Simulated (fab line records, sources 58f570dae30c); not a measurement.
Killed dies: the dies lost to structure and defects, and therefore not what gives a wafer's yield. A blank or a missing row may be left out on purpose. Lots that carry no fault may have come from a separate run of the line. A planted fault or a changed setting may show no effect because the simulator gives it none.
One fault through the eyes of 2 desks	flow berkeleyCmos170	each desk holds nothing but its own numbers, with what lay behind them at the end

FROM THE METROLOGY DESK
What the gauges read for every lot (on any tool): the sampled wafers with a number, averaged. Any lot whose mean is over 4 standard deviations away from the usual mean is out of limits and marked OUT; that distance is given in the brackets.
Columns: A = cdNm at UCB170_M2_CD_MEAS_15, usual 699.8 nm
lot	first seen here	A
L827	day 8 07:44	700.3
L828	day 8 19:47	699.6
L830	day 8 20:31	700.6
L829	day 8 20:38	697.1
L831	day 9 04:28	700.5
L832	day 9 09:20	699.5
L834	day 9 15:58	698.7
L839	day 10 18:29	700.6
L838	day 10 19:02	701.1
L843	day 11 13:00	703.4
L841	day 11 13:34	698.8
L848	day 12 05:08	699.2
L846	day 12 08:37	701.2
L847	day 12 08:51	697.9
This desk's finding: nothing out of limits on any of the 14 lots.

FOR THE TOOL OWNER'S DESK: lithoTrack-02
Per lot that ran on this tool, the mean of the sampled wafers carrying a number, from the tool's own readings at UCB170_M3_SOFTBAKE_06 (time 60 s). Any lot whose mean is over 4 standard deviations away from the usual mean is out of limits and marked OUT; that distance is given in the brackets.
Columns: A = heaterPowerTotalW at UCB170_M3_SOFTBAKE_06, usual 56.80 W; B = plateTempC at UCB170_M3_SOFTBAKE_06, usual 130.03 C
lot	first seen here	A	B
L827	day 8 11:22	56.84	130.19
L828	day 9 00:01	56.80	130.20
L830	day 9 00:55	56.80	130.01
L829	day 9 01:24	56.78	130.23
L831	day 9 08:22	56.80	129.89
L834	day 9 19:47	56.18 (-14) OUT	128.71 (-9.5) OUT
L838	day 11 00:05	56.19 (-13) OUT	128.89 (-8.1) OUT
Finding of this desk: L834, L838 out of limits; the first was L834 at day 9 19:47, on heaterPowerTotalW at UCB170_M3_SOFTBAKE_06. L827, L828, L830, L829, L831 stayed within limits.

TAKEN TOGETHER
The tool owner's desk had the chance to raise an alarm at day 9 19:47 on L834, L838.
From the metrology desk's view, nothing was out of limits.
The metrology desk holds a record of L834, L838, inside its limits.
All the named lots went through UCB170_M3_SOFTBAKE_06 on lithoTrack-02.

WHAT THE SIMULATOR PUT IN
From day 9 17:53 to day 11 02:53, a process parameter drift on lithoTrack-02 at UCB170_M3_SOFTBAKE_06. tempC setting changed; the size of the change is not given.
Struck lots among those shown: L834, L838.
Each desk's first reading out of limits, in hours after the fault started: the tool owner's desk, 2.
